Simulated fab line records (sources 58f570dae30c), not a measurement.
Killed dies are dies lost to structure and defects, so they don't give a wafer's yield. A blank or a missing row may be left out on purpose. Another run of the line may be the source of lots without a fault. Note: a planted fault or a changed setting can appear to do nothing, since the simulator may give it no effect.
Comparing a struck lot with a sound one	flow berkeley_cmos170	15 out of 331 route steps
Sound: the wafers L172.1, L172.2, L172.4. Struck: wafer L184.3 (left out: L184.1, L184.6 of the same lot, which were not struck); the cause appears at the end.
Per side, at each step with rows, come the tool, then ch with its chambers, and then its first start. Under that, the readings that differ: sound wafers	struck wafers	difference of the means	sigmas: that difference in standard deviations of wafers without a fault.
alike: readings whose means differ by less than 2 such deviations, and words and numbers that are the same on both sides. not compared: withheld readings, readings that some wafer has no value for, bounds like >300 that may hide the same value, and numbers for which the record gives no deviation and whose values overlap.
Wherever a step has rows on one side only, a row that says differs or no value, or a row with sigmas, the two part there. Numbers that have no deviation but don't overlap get no sigmas and don't part them. A reading missing from all wafers of one side parts the sides only when that side holds two or more wafers.

UCB170_M1_SPUTTER_00: material Al, target thk 600 nm, time 80 s.
  sound: pvd_sputter-04 at day 7 23:17; struck: pvd_sputter-04 at day 10 14:46
  alike: throttle_valve_pct
UCB170_M1_RS_MEAS_01: a four-point-probe measurement.
  sound: film_metro-02 at day 7 23:21; struck: film_metro-03 at day 10 14:50
  alike: M1_AL_RS
UCB170_M1_THK_MEAS_02: measures by xrf.
  sound: film_metro-02 at day 7 23:28; struck: film_metro-03 at day 10 14:57
reading	sound	struck	difference	sigmas
M1_AL_THK (nm)	595 598 594	608	+12	+2
then, 6 steps without rows for these wafers: UCB170_M1_COAT_03; UCB170_M1_COAT_04 (resist thk 900 nm); UCB170_M1_SOFTBAKE_05 (time 60 s); UCB170_M1_EXPOSE_06 (exposes mask METAL1, target cd 700 nm); UCB170_M1_PEB_07; UCB170_M1_DEVELOP_08 (develop time 45 s).
UCB170_M1_CD_MEAS_09 targets a cd of 700 nm.
  sound: cd_sem-02 at day 8 00:29; struck: cd_sem-02 at day 10 16:02
  alike: cd_nm
UCB170_M1_OVL_MEAS_10:
  sound: overlay-02 at day 8 00:37; struck: overlay-01 at day 10 16:10
  alike: M1_OVL
UCB170_M1_ETCH_11: etches BARC in N2/H2.
  sound on rie_diel-03 ch 0,1,2, day 8 00:39; struck on rie_diel-04 ch 0, day 10 16:12
reading	sound	struck	difference	sigmas
oes_product_au (a.u.)	1.018 0.982 0.988	0.966	-0.030	-2
  alike: bias_w, drypump_motor_current_A, throttle_valve_pct
UCB170_M1_METAL_ETCH_12: etches Al in Cl2/BCl3, stops on PSG, target depth 780 nm, time 133.5 s.
  sound on rie_metal-04 ch 0,1, day 8 00:41; struck on rie_metal-04 ch 0, day 10 16:14
reading	sound	struck	difference	sigmas
model.KrF_of_M1_COAT_04.thk_nm (nm)	430.5 431.4 433.4	524.2	+92.4	
  alike: bcl3_flow_sccm, drypump_motor_current_A, mfc_cl2_sccm, oes_product_au, throttle_valve_pct
  not compared: rf_hours_counter_h, model.M1.cd_nm
UCB170_M1_STRIP_13: strips in O2.
  sound on plasma_asher-04 ch 0,1, day 8 00:49; struck on plasma_asher-04 ch 1, day 10 16:23
  alike: drypump_motor_current_A, oes_product_au
  not compared: rf_hours_counter_h
UCB170_M3_PROBE_99:
  sound: prober-01 at day 8 14:05; struck: prober-02 at day 11 07:38
reading	sound	struck	difference	sigmas
model.etest.m1_comb_over_steps.over_limit	0 0 0	1	+1	
model.etest.ring.over_limit	0 0 0	1	+1	
model.etest.antenna_m1.vt_shift_v (V)	-0.008107 -0.005767 -0.009787	-0.003943	+0.003944	
  not compared: model.etest.m1.width_nm

== WHERE THEY PART ==
First at UCB170_M1_THK_MEAS_02; last, within this record, at UCB170_M1_ETCH_11. Later steps at which nothing parts them and some readings are alike: UCB170_M1_METAL_ETCH_12, UCB170_M1_STRIP_13.

WHY: what had been put in by the simulator
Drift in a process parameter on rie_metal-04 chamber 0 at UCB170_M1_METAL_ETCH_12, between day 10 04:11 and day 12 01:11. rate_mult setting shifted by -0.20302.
